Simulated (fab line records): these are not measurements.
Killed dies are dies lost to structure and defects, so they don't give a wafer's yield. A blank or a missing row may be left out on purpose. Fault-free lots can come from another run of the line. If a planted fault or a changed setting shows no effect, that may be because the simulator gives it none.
2 desks, one fault + flow berkeleyCmos170 + each desk has only its own numbers; what lay behind them comes last

## AT THE TOOL OWNER'S DESK: lithoTrack-01
The tool's own readings at UCB170_NLDD_DEVELOP_05 (develop time 45 s): means of the sampled wafers that have a number, for each lot that ran on this tool. A lot is out of limits, marked OUT, if its mean lies more than 4 standard deviations from the usual mean; the brackets give that distance.
Columns: A = chillPlateTempC at UCB170_NLDD_DEVELOP_05, usual 22.99 C
| lot  | first seen here | A     |
|------|-----------------|-------|
| L476 | day 5 21:00     | 22.95 |
This desk's finding: nothing out of limits on the one lot.

## METROLOGY DESK
Means of the sampled wafers that have a number, per lot and without regard to the tool the lot ran on: this is what the gauges read. A lot is out of limits, marked OUT, if its mean lies more than 4 standard deviations from the usual mean; the brackets give that distance.
Columns: A = cdNm at UCB170_PLDD_CD_MEAS_06, usual 1199.8 nm; B = PLDD_OVL at UCB170_PLDD_OVL_MEAS_07, usual -2 nm; C = PLDD_TW at UCB170_PLDD_TW_MEAS_11, usual 1029; D = cdNm at UCB170_NLDD_CD_MEAS_06, usual 1199.7 nm
| lot  | first seen here | A      | B  | C    | D      |
|------|-----------------|--------|----|------|--------|
| L476 | day 5 19:38     | 1199.9 | 0  | 1039 | 1199.7 |
| L482 | day 7 13:19     | 1201.0 | -8 | 1005 | 1201.1 |
| L490 | day 9 00:10     | 1200.6 | 0  | 1008 | -      |
| L489 | day 9 00:55     | 1201.0 | 0  | 1020 | -      |
| L499 | day 10 23:35    | 1198.9 | 1  | 1050 | 1199.3 |
| L498 | day 11 00:15    | 1199.6 | -2 | 1053 | 1200.3 |
Finding of this desk: none of the 6 lots has anything out of limits.

## PUT TOGETHER
The desk of the tool owner found nothing out of limits.
Nothing out of limits was seen by the metrology desk.

## WHAT THE SIMULATOR HAD INSERTED
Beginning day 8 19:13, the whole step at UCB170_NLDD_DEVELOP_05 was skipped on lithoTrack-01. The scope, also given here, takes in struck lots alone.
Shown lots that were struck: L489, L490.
